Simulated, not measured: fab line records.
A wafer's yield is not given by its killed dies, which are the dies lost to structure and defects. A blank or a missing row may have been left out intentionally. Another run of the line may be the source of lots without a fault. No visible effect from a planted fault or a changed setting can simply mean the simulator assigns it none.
A struck lot beside a sound one :: flow ritCmos :: 21 steps out of a route of 202
Sound: the wafers L383.1, L383.2, L383.3. Wafers L389.1, L389.3, L389.6 were the ones struck. The cause comes at the end.
At each step with rows: each side's tool, then ch and its chambers, then its first start. Under that, the readings that differ: sound wafers :: struck wafers :: difference of the means :: sigmas: that difference in standard deviations of wafers without a fault.
alike: words and numbers the same on both sides, and readings whose means are apart by under 2 such deviations; not compared: readings that were withheld, readings missing a value for some wafer, numbers with overlapping values and no deviation given by the record, and bounds like >300 which may hide the same value.
The two part at a step that has a row with sigmas, a row that says differs or no value, or rows on one side only. When numbers do not overlap yet have no deviation, they are printed without sigmas and do not part them. A reading missing from all wafers of one side parts the sides only when that side holds two or more wafers.

first, 6 steps without rows for these wafers: RIT_NRETRO_HMDS_00 (prime time 60 s); RIT_NRETRO_COAT_01 (resist thk 1319 nm); RIT_NRETRO_SOFTBAKE_02 (time 60 s); RIT_NRETRO_EXPOSE_03 (exposes mask M4, target cd 43900 nm); RIT_NRETRO_PEB_04; RIT_NRETRO_DEVELOP_05 (develop time 68 s).
RIT_NRETRO_OVL_MEAS_06:
  sound on overlay-02 at day 4 08:24; struck on overlay-01 at day 5 15:54
  alike: NRETRO_OVL
then, 2 steps without rows for these wafers: RIT_NRETRO_HARDBAKE_07 (time 120 s); RIT_NRETRO_IMPLANT_08.
RIT_NRETRO_STRIP_09: strips in O2, time 180 s.
  sound on plasmaAsher-02 ch 0,1, day 4 08:58; struck on plasmaAsher-04 ch 0,1, day 5 16:20
  alike: drypumpMotorCurrentA
  not compared: rfHoursCounterH
RIT_NRETRO_TW_MEAS_10:
  sound on filmMetro-04 at day 4 09:09; struck on filmMetro-04 at day 5 16:31
  alike: NRETRO_TW
then, 1 step without rows for these wafers: RIT_PRETRO_HMDS_00 (prime time 60 s).
RIT_PRETRO_COAT_01: resist thk 1300 nm.
  sound on lithoTrack-02 ch 0, day 4 09:22; struck on lithoTrack-02 ch 0, day 5 16:43
reading: model.NOVOLAK_of_PRETRO_COAT_01.thkNm (nm)
sound: 1304 1302 1305
struck: 259 259.7 259.4
difference: -1044
sigmas: 
  alike: spinSpeedRpm
then, 4 steps without rows for these wafers: RIT_PRETRO_SOFTBAKE_02 (time 60 s); RIT_PRETRO_EXPOSE_03 (exposes mask M5, target cd 43700 nm); RIT_PRETRO_PEB_04; RIT_PRETRO_DEVELOP_05 (develop time 68 s).
RIT_PRETRO_OVL_MEAS_06:
  sound on overlay-02 at day 4 10:05; struck on overlay-01 at day 5 17:32
reading: PRETRO_OVL (nm)
sound: -2.4 -1.7 -2.4
struck: 0.3 0.3 -0.4
difference: +2.2
sigmas: +2
RIT_PRETRO_HARDBAKE_07: time 120 s.
  sound on lithoTrack-02 ch 0, day 4 10:07; struck on lithoTrack-01 ch 0, day 5 17:35
reading: model.NOVOLAK_of_PRETRO_COAT_01.thkNm (nm)
sound: 1140 1139 1141
struck: 233.4 234 233.7
difference: -906.3
sigmas: 
then, 2 steps without rows for these wafers: RIT_PRETRO_IMPLANT_08; RIT_M1_PROBE_99.

WHERE THEY PART
RIT_PRETRO_OVL_MEAS_06 only, going by this record.

WHY: what had been put in by the simulator
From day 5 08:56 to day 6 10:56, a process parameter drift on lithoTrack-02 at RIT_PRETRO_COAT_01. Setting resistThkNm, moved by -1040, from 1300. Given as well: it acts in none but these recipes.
